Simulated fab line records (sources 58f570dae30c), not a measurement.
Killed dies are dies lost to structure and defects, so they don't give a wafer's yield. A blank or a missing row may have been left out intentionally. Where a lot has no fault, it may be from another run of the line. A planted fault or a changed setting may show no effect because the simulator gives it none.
Which of the tools did it? ; flow berkeley cmos170 ; 13 lots with 39 wafers sampled at 4 steps, on a route of 331 steps

WHAT THE GAUGES READ, wafer by wafer
UCB170_V2_BOW_MEAS_03. Usual: for V2_BOW the level is 37 um and the standard deviation is 7.2.
lot;measured;on;V2_BOW (um);flag
L253;day 8 12:28;film metro-04;37 38 49;
L254;day 9 00:44;film metro-01;49 42 39;
L255;day 9 05:10;film metro-04;44 41 29;
L258;day 9 10:36;film metro-02;45 29 31;
L257;day 9 10:55;film metro-01;32 21 33;
L259;day 9 19:50;film metro-04;38 36 37;
L261;day 9 20:49;film metro-01;47 39 48;
L260;day 9 22:02;film metro-01;43 34 32;
L263;day 10 09:41;film metro-01;33 28 33;
L264;day 10 10:45;film metro-02;40 36 44;
L265;day 10 16:26;film metro-04;44 39 33;
L267;day 11 11:11;film metro-01;43 40 41;
L276;day 13 08:41;film metro-02;37 25 30;

UCB170_M3_CD_MEAS_90 targets a cd of 700 nm. Usual: cd nm at 699.2 nm, with a standard deviation of 2.5.
lot;measured;on;cd nm (nm);flag
L253;day 8 18:26;cd sem-01;698.1 697.9 697.7;
L254;day 9 06:14;cd sem-01;702.8 700.3 697.9;
L255;day 9 10:59;cd sem-01;696.6 699.7 703.6;
L258;day 9 15:49;cd sem-01;697.8 699.4 697.9;
L257;day 9 17:11;cd sem-02;700.8 699.3 701.1;
L259;day 10 00:53;cd sem-01;697.4 699.1 698.2;
L261;day 10 01:53;cd sem-02;698.5 699.6 697.7;
L260;day 10 02:46;cd sem-02;698.7 699.2 700.6;
L263;day 10 14:44;cd sem-02;700.0 698.5 698.9;
L264;day 10 16:28;cd sem-01;698.5 697.8 698.0;
L265;day 10 22:51;cd sem-01;701.3 704.3 700.6;
L267;day 11 15:38;cd sem-02;699.2 700.2 699.0;
L276;day 13 13:19;cd sem-02;700.6 701.8 700.0;

TOOL THAT RAN EACH LOT (tool first, then ch and the chambers of the sampled wafers, then the start)
lot;UCB170_CONTACT_CLEAN_20;UCB170_V2_ETCH_14
L253;wet bench-03 ch 3, day 8 03:17;rie diel-01 ch 0,1,3, day 8 14:46
L254;wet bench-04 ch 3, day 8 12:52;rie diel-04 ch 0,2,3, day 9 02:50
L255;wet bench-03 ch 0, day 8 15:36;rie diel-03 ch 0,1,3, day 9 06:44
L258;wet bench-03 ch 3, day 9 00:05;rie diel-04 ch 0,3, day 9 12:05
L257;wet bench-03 ch 3, day 9 00:28;rie diel-01 ch 0,3, day 9 12:13
L259;wet bench-04 ch 0, day 9 08:58;rie diel-01 ch 0,2,3, day 9 21:28
L261;wet bench-03 ch 3, day 9 10:35;rie diel-04 ch 0,1,3, day 9 22:31
L260;wet bench-04 ch 3, day 9 10:42;rie diel-01 ch 0,1,3, day 9 23:21
L263;wet bench-04 ch 2, day 10 00:22;rie diel-01 ch 1,2,3, day 10 11:08
L264;wet bench-03 ch 2, day 10 01:55;rie diel-04 ch 0,1,3, day 10 12:38
L265;wet bench-03 ch 3, day 10 06:46;rie diel-04 ch 1,3, day 10 19:37
L267;wet bench-03 ch 1, day 11 01:14;rie diel-01 ch 0,1,2, day 11 12:32
L276;wet bench-04 ch 3, day 12 23:47;rie diel-01 ch 1,3, day 13 10:04
- UCB170_CONTACT_CLEAN_20: cleans in SPM, time 600 s.
- UCB170_V2_ETCH_14: etches SiO2 in CHF3/CF4/Ar, stops on Al, target depth 1250 nm, time 291 s.

AS READ BY THE TOOLS THEMSELVES (means over the sampled wafers that have a number; for cases with no such wafer, the mark the record gives instead)
UCB170_V2_ETCH_14. Usual: CHF3_flow_sccm 44.97 sccm, standard deviation 0.13; drypump motor current A 5.6 A, standard deviation 0.49; mfc ar sccm 150.1 sccm, standard deviation 0.45; oes product au 0.875 a.u., standard deviation 0.014; throttle valve pct 6.99 %, standard deviation 0.13.
lot;tool;CHF3_flow_sccm (sccm);drypump motor current A (A);mfc ar sccm (sccm);oes product au (a.u.);throttle valve pct (%);flag
L253;rie diel-01;44.96;5.8;150.1;0.880;7.08;
L254;rie diel-04;45.06;5.7;149.9;0.856;6.95;
L255;rie diel-03;45.04;5.0;149.8;0.872;6.88;
L258;rie diel-04;44.94;5.6;150.0;0.851;6.88;
L257;rie diel-01;45.07;5.6;149.9;0.893;7.13;
L259;rie diel-01;44.94;5.7;150.2;0.883;7.02;
L261;rie diel-04;45.09;5.8;149.6;0.873;6.98;
L260;rie diel-01;44.99;5.8;149.9;0.883;7.08;
L263;rie diel-01;45.02;6.1;149.9;0.880;7.08;
L264;rie diel-04;45.11;5.8;150.3;0.872;6.99;
L265;rie diel-04;44.97;5.6;149.8;0.862;7.00;
L267;rie diel-01;44.86;5.9;149.7;0.878;6.97;
L276;rie diel-01;44.87;6.0;149.8;0.888;7.18;

THE ANSWER, worked out from the rows above alone
Rule: a lot counts as off when the mean over its wafers that have a number is more than 3 standard deviations away from the usual mean. Also off: a lot with no number at a reading for which 4 or more lots have one. The other lots that the step has rows for count as sound. Order of review: gauges by route order, followed by the tools' own readings, for which a lot's mean as printed above is used. At the first step where some lot is off, the reading lying furthest off is the one used; lots without a number count as furthest.
None of the lots is off at any reading shown; this tells nothing.

WHAT HAD BEEN PUT IN BY THE SIMULATOR
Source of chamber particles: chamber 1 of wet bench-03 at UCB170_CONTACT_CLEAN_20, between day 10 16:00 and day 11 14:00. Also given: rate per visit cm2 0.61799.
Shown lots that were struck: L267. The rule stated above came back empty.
